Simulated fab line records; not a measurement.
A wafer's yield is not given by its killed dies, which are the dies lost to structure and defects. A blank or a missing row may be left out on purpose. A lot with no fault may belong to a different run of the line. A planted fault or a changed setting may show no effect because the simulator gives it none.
A lot that was struck, set against a sound lot	flow berkeley-cmos170	15 out of 331 route steps
Sound: wafers L203.2, L203.5, L203.6. Struck: wafer L218.1. (L218.3, L218.5 of the same lot were not struck and are left out.) The cause comes at the end.
At each step with rows: each side's tool, then ch and its chambers, then its first start. Under that, the readings that differ: sound wafers	struck wafers	difference of the means	sigmas: that difference in standard deviations of wafers without a fault.
alike: readings whose means differ by less than 2 such deviations, and words and numbers that are the same on both sides. not compared: withheld readings, readings that some wafer has no value for, bounds like >300 that may hide the same value, and numbers for which the record gives no deviation and whose values overlap.
A row with sigmas, a row that says differs or no value, or rows on one side alone: a step with any of these is where the two part. Numbers that have no deviation but don't overlap get no sigmas and don't part them. A reading that every wafer of one side lacks parts them only if that side has two wafers or more.

first, 5 steps without rows for these wafers: UCB170_M1_COAT_04 (resist thk 900 nm); UCB170_M1_SOFTBAKE_05 (time 60 s); UCB170_M1_EXPOSE_06 (exposes mask METAL1, target cd 700 nm); UCB170_M1_PEB_07; UCB170_M1_DEVELOP_08 (develop time 45 s).
UCB170_M1_CD_MEAS_09: target cd 700 nm.
  sound on cd-sem-01, day 8 03:03; struck on cd-sem-01, day 11 05:40
  alike: cd-nm
UCB170_M1_OVL_MEAS_10:
  sound on overlay-01, day 8 03:10; struck on overlay-01, day 11 05:47
  alike: M1_OVL
UCB170_M1_ETCH_11: etches BARC in N2/H2.
  sound on rie-diel-03 ch 0,1, day 8 03:11; struck on rie-diel-01 ch 0, day 11 05:49
reading	sound	struck	difference	sigmas
drypump-motor-current-A (A)	4.7 5.5 4.7	6.2	+1.2	+3
  alike: oes-product-au, throttle-valve-pct
UCB170_M1_METAL_ETCH_12: etches Al in Cl2/BCl3, stops on PSG, target depth 780 nm, time 126.8 s.
  sound on rie-metal-03 ch 0,1, day 8 03:14; struck on rie-metal-04 ch 1, day 11 05:51
reading	sound	struck	difference	sigmas
oes-product-au (a.u.)	0.850 0.856 0.847	0.886	+0.035	+3
  alike: drypump-motor-current-A, throttle-valve-pct
  not compared: rf-hours-counter-h
UCB170_M1_STRIP_13: strips in O2.
  sound on plasma-asher-01 ch 0,1, day 8 03:22; struck on plasma-asher-01 ch 0, day 11 05:59
  alike: drypump-motor-current-A, o2-flow-sccm, oes-product-au
  not compared: rf-hours-counter-h
UCB170_M1_CD_MEAS_90: target cd 700 nm.
  sound on cd-sem-02, day 8 03:31; struck on cd-sem-01, day 11 06:05
  alike: cd-nm
then, 1 step without rows for these wafers: UCB170_M1_ANNEAL_14 (time 1200 s).
UCB170_V1_CVD_00: deposits SiO2 from TEOS/O2, target thk 2000 nm, time 250 s.
  sound on pecvd-01 ch 0,2, day 8 12:01; struck on pecvd-03 ch 0, day 11 09:44
reading	sound	struck	difference	sigmas
model.SiO2_of_V1_CVD_00.thk-nm (nm)	1962 1986 1996	2051	+70	
  alike: heater-power-w
UCB170_V1_THK_MEAS_01:
  sound on film-metro-01, day 8 12:11; struck on film-metro-03, day 11 09:53
reading	sound	struck	difference	sigmas
V1_TEOS_THK (nm)	1960 1986 1995	2051	+71	+3
UCB170_M3_PROBE_99:
  the record has rows for the struck wafers here (prober-01, day 12 00:34) and none for the sound ones

WHERE THEY PART
At UCB170_M1_ETCH_11 first; at UCB170_M3_PROBE_99 last (within this record only).

WHY: whatever the simulator had introduced
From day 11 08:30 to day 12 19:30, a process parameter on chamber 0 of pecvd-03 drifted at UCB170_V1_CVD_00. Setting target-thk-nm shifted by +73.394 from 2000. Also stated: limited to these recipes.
